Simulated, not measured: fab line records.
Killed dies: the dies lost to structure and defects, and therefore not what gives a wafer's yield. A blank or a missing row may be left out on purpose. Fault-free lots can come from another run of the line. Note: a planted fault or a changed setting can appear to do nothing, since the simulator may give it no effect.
Which tool did it?    flow berkeley cmos170    21 wafers from 7 lots sampled at 4 of the route's 331 steps

## WHAT EACH GAUGE READ, for each wafer
UCB170_M1_RS_MEAS_01: measurement is done with a four-point probe.
lot   measured      on             M1_AL_RS (ohm/sq)
L351  day 8 16:07   film metro-02  0.0478 0.0487 0.0486
L353  day 9 11:15   film metro-02  0.0491 0.0494 0.0496
L359  day 9 22:09   film metro-02  0.0483 0.0487 0.0486
L360  day 10 12:10  film metro-01  0.0482 0.0486 0.0488
L363  day 11 07:34  film metro-03  0.0495 0.0494 0.0485
L362  day 11 09:29  film metro-02  0.0588 0.0597 0.0598
L367  day 11 22:37  film metro-01  0.0604 0.0599 0.0600

## WHAT TOOL EACH LOT RAN ON (gives the tool, then ch and the chambers of the sampled wafers, and finally the start)
lot   UCB170_SDANNEAL_RTA_00            UCB170_CONTACT_RTA_08             UCB170_M1_SPUTTER_00
L351  rtp anneal-02 ch 0, day 8 08:38   rtp anneal-02 ch 0, day 8 13:53   pvd sputter-04, day 8 16:04
L353  rtp anneal-02 ch 0, day 9 05:16   rtp anneal-02 ch 0, day 9 09:23   pvd sputter-01, day 9 11:10
L359  rtp anneal-02 ch 0, day 9 14:44   rtp anneal-02 ch 0, day 9 20:07   pvd sputter-02, day 9 22:04
L360  rtp anneal-02 ch 0, day 10 05:20  rtp anneal-02 ch 0, day 10 09:47  pvd sputter-04, day 10 12:04
L363  rtp anneal-02 ch 0, day 11 01:55  rtp anneal-01 ch 0, day 11 05:50  pvd sputter-04, day 11 07:27
L362  rtp anneal-02 ch 0, day 11 02:18  rtp anneal-02 ch 0, day 11 07:40  pvd sputter-04, day 11 09:25
L367  rtp anneal-01 ch 0, day 11 15:58  rtp anneal-01 ch 0, day 11 20:01  pvd sputter-04, day 11 22:31
- UCB170_SDANNEAL_RTA_00: time 10 s.
- UCB170_CONTACT_RTA_08: time 10 s.
- UCB170_M1_SPUTTER_00: material Al, target thk 600 nm, time 80 s.

## THE ANSWER, worked out from the rows above alone
Rule: usual is defined by the lots themselves. Put in order of their means at a reading, lots are off if they are a third of the lots or fewer, leave a main group of 4 or more, and stand apart from it by a gap of 3 or more times the standard deviation of the main group's means; of several such gaps the widest counts. A main group is skipped when, at the precision printed for the reading in the tables above, its means are all equal. Also off: a lot with no number at a reading for which 4 or more lots have one. Any other lot the step has rows for is counted as sound.
Off: L362, L367, seen at UCB170_M1_RS_MEAS_01 (M1_AL_RS). Mean 0.0488 ohm/sq and standard deviation 0.00039 in the main group.
If a tool, at a process step before that reading, ran all the lots that are off and no sound lot after the first of them, it fits. Those tools and the gauges at UCB170_M1_RS_MEAS_01 are tried in the same way. One fits: pvd sputter-04 at UCB170_M1_SPUTTER_00. Its last sound lot is L363 (day 11 07:27), its first lot that is off L362 (day 11 09:25): a fault that began between those two fits.

## WHAT HAD BEEN PUT IN BY THE SIMULATOR
Site profile drift: pvd sputter-04, from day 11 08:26 on, at UCB170_M1_SPUTTER_00. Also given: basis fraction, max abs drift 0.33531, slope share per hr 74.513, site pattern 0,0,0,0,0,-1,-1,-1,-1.
Struck lots among those shown: L362, L367. Same finding as the rule above.
